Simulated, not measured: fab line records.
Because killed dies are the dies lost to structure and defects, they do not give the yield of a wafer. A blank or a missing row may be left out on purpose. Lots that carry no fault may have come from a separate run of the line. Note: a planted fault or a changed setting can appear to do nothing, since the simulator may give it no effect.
A sampling plan put to the test | flow berkeley cmos170 | one fab line, 2 faults that these records tell of, each judged on the records of the lots that it struck; 3 more are left out, because the records don't allow judging them
The plan consists of the line's own looks: route steps at which the wafer is read by a gauge or an inspection but not changed. A look can be judged if struck wafers have a number there and the file gives its usual mean and standard deviation on fault-free wafers. Caught: the struck wafers' mean, at a look after the fault's first step, is 4 or more of those standard deviations (sigma) away from the usual mean. On the tool: the test repeated on the tool's own readings taken at the fault's steps. If the struck wafers alone have a blank record, or they carry another recipe, that too counts as caught.

## THE FAULTS, as the simulator had put them in
1. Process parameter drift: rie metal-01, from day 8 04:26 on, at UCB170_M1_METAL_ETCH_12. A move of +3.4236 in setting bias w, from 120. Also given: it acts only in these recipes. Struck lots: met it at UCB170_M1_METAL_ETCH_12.
2. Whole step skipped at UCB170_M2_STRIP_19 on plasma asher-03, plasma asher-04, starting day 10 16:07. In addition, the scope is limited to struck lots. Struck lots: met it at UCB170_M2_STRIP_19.

## WHAT THE PLAN SAW
fault | on the tool itself                               | first look that catches it                   | reading, sigma | median hours from its first step to that look | hours from the fault's start to the first struck lot there | judged looks passed uncaught
1     | bias w +9.3 sigma                                | not the one look that can be judged after it | -              | -                                             | -                                                          | 1
2     | the tool's record is blank for the struck wafers | no look after it can be judged               | -              | -                                             | -                                                          | 0
A dash: the fault isn't caught, or these records don't give the number.

Caught at a look: 0 of 2. Caught on the tool: 2 of 2. By one or the other: 2 of 2.
On the tool alone, faults 1, 2 were caught.
